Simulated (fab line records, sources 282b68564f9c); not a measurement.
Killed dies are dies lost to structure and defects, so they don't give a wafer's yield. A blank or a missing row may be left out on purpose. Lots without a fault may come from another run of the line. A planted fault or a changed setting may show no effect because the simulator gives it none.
A struck lot beside a sound one | flow rit_cmos | 26 steps out of a route of 202
Sound: wafers L544.1, L544.2, L544.4. Struck: wafers L543.1, L543.4, L543.6. The cause comes at the end.
At each step with rows: each side's tool, then ch and its chambers, then its first start. Under that, the readings that differ: sound wafers | struck wafers | difference of the means | sigmas: that difference in standard deviations of wafers without a fault.
alike: readings whose means differ by less than 2 such deviations, and words and numbers that are the same on both sides. not compared: withheld readings, readings that some wafer has no value for, bounds like >300 that may hide the same value, and numbers for which the record gives no deviation and whose values overlap.
The two part at a step that has a row with sigmas, a row that says differs or no value, or rows on one side only. Numbers that don't overlap but have no deviation are shown without sigmas and don't part them. A reading that every wafer of one side lacks parts them only if that side has two wafers or more.

first, 1 step without rows for these wafers: RIT_WELLDRIVE_ANNEAL_00 (time 14700 s).
RIT_WELLDRIVE_RS_MEAS_01: measures by four-point-probe.
  sound on film_metro-02, day 5 12:04; struck on film_metro-02, day 5 06:59
  alike: NWELL_RS
RIT_WELLDRIVE_RS_MEAS_02: measures by four-point-probe.
  sound on film_metro-02, day 5 12:11; struck on film_metro-02, day 5 07:07
  alike: PWELL_RS
then, 6 steps without rows for these wafers: RIT_NRETRO_HMDS_00 (prime time 60 s); RIT_NRETRO_COAT_01 (resist thk 1300 nm); RIT_NRETRO_SOFTBAKE_02 (time 60 s); RIT_NRETRO_EXPOSE_03 (exposes mask M4, target cd 43900 nm); RIT_NRETRO_PEB_04; RIT_NRETRO_DEVELOP_05 (develop time 68 s).
RIT_NRETRO_OVL_MEAS_06:
  sound on overlay-02, day 5 13:11; struck on overlay-01, day 5 08:14
  alike: NRETRO_OVL
then, 2 steps without rows for these wafers: RIT_NRETRO_HARDBAKE_07 (time 120 s); RIT_NRETRO_IMPLANT_08.
RIT_NRETRO_STRIP_09: strips in O2, time 180 s.
  sound on plasma_asher-03 ch 0,1, day 5 13:37; struck on plasma_asher-03 ch 0,1, day 5 08:40
  no value came back on the struck wafers for chamber_pressure_mTorr (mTorr), drypump_motor_current_A (A); on the sound wafers chamber_pressure_mTorr (mTorr) reads 4004 3999 3997
  reading                                     | sound | struck         | difference | sigmas
  model.NOVOLAK_of_NRETRO_COAT_01.thk_nm (nm) | 0 0 0 | 1140 1140 1141 | +1140      |
  not compared: rf_hours_counter_h
RIT_NRETRO_TW_MEAS_10:
  sound on film_metro-04, day 5 13:48; struck on film_metro-02, day 5 08:50
  alike: NRETRO_TW
then, 2 steps without rows for these wafers: RIT_PRETRO_HMDS_00 (prime time 60 s); RIT_PRETRO_COAT_01 (resist thk 1300 nm).
RIT_PRETRO_SOFTBAKE_02: time 61.53 s.
  sound on litho_track-02 ch 0, day 5 14:10; struck on litho_track-02 ch 0, day 5 09:12
  alike: plate_sensor_t_centre_C, plate_sensor_t_edge_C
then, 3 steps without rows for these wafers: RIT_PRETRO_EXPOSE_03 (exposes mask M5, target cd 43700 nm); RIT_PRETRO_PEB_04; RIT_PRETRO_DEVELOP_05 (develop time 68 s).
RIT_PRETRO_OVL_MEAS_06:
  sound on overlay-02, day 5 14:45; struck on overlay-02, day 5 09:55
  alike: PRETRO_OVL
then, 2 steps without rows for these wafers: RIT_PRETRO_HARDBAKE_07 (time 120 s); RIT_PRETRO_IMPLANT_08.
RIT_PRETRO_STRIP_09: strips in O2, time 180 s.
  sound on plasma_asher-04 ch 0,1, day 5 15:11; struck on plasma_asher-04 ch 0,1, day 5 10:20
  alike: chamber_pressure_mTorr, drypump_motor_current_A
  not compared: rf_hours_counter_h
RIT_PRETRO_TW_MEAS_10:
  sound on film_metro-04, day 5 15:22; struck on film_metro-04, day 5 10:31
  reading   | sound       | struck   | difference | sigmas
  PRETRO_TW | 469 469 467 | 30 30 30 | -438       | -99 or more
then, 1 step without rows for these wafers: RIT_GATE_WET_ETCH_00 (etches SiO2 in BOE, target depth 56 nm, time 60 s).

WHERE THEY PART
First at RIT_NRETRO_STRIP_09; last, within this record, at RIT_PRETRO_TW_MEAS_10.

WHY: what the simulator had put in
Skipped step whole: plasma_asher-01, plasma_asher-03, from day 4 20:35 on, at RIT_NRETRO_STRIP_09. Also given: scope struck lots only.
